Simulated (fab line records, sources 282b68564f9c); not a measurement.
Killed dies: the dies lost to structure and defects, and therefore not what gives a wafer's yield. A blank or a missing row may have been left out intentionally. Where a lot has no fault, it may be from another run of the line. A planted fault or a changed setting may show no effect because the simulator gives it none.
A single fault, viewed from 2 desks + flow ritCmos + each desk has only its own numbers; what lay behind them comes last

TOOL OWNER'S DESK, lpcvd-01
The tool's own readings at RIT_GATE_CVD_08 (deposits poly-Si from SiH4, target thk 250 nm, time 2220 s): means of the sampled wafers that have a number, for each lot that ran on this tool. Any lot whose mean is over 4 standard deviations away from the usual mean is out of limits and marked OUT; that distance is given in the brackets.
Columns: A = zonePowerLoadPct at RIT_GATE_CVD_08, usual 12.2 %; B = zonePowerSourcePct at RIT_GATE_CVD_08, usual 11.7 %
| lot  | first seen here | A    | B    |
|------|-----------------|------|------|
| L734 | day 2 19:04     | 12.6 | 11.7 |
| L738 | day 3 16:51     | 12.7 | 11.8 |
| L743 | day 4 17:24     | 11.9 | 11.7 |
| L744 | day 4 22:13     | 12.6 | 11.8 |
| L745 | day 5 07:26     | 11.9 | 11.6 |
| L747 | day 5 12:16     | 11.9 | 11.7 |
This desk's finding: nothing out of limits on any of the 6 lots.

THE METROLOGY DESK
What the gauges read, lot by lot, whatever tool the lot ran on: means of the sampled wafers that have a number. Any lot whose mean is over 4 standard deviations away from the usual mean is out of limits and marked OUT; that distance is given in the brackets.
Columns: A = GATE_POLY_THK at RIT_GATE_THK_MEAS_09, usual 249.6 nm; B = cdNm at RIT_CONTACT_CD_MEAS_08, usual 1000.0 nm
| lot  | first seen here | A                | B      |
|------|-----------------|------------------|--------|
| L734 | day 2 20:41     | 250.9            | 1001.0 |
| L735 | day 3 02:17     | 249.6            | 996.0  |
| L736 | day 3 08:05     | 247.0            | 999.3  |
| L737 | day 3 15:59     | 248.2            | 1000.7 |
| L738 | day 3 18:29     | 246.0            | 999.3  |
| L739 | day 3 22:04     | 246.1            | 998.6  |
| L742 | day 4 13:37     | 245.7            | 1002.6 |
| L743 | day 4 19:02     | 252.5            | 1002.8 |
| L744 | day 4 23:49     | 251.5            | 999.7  |
| L745 | day 5 09:05     | 263.9 (+6.5) OUT | 1003.8 |
| L747 | day 5 13:54     | 261.4 (+5.4) OUT | 997.7  |
| L750 | day 6 05:34     | 251.6            | 1000.1 |
| L752 | day 6 16:11     | 250.3            | 995.8  |
| L754 | day 7 02:20     | 249.5            | 998.5  |
Finding of this desk: L745, L747 out of limits, first seen on L745 at day 5 09:05 (GATE_POLY_THK at RIT_GATE_THK_MEAS_09). Within limits: L734, L735, L736, L737, L738, L739, L742, L743, L744, L750, L752, L754.

PUT TOGETHER
At day 5 09:05 the metrology desk could have sounded an alarm, on L745, L747.
The tool owner's desk saw nothing out of limits.
Tool owner's desk: L745, L747 on record, inside its limits.
On lpcvd-01, each named lot ran RIT_GATE_CVD_08.

WHAT THE SIMULATOR HAD PUT IN
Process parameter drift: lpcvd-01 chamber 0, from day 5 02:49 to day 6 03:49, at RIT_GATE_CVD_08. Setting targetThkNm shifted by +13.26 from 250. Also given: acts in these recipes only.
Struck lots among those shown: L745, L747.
Time in hours between the start of the fault and the first out-of-limits reading at each desk: metrology desk, 6.
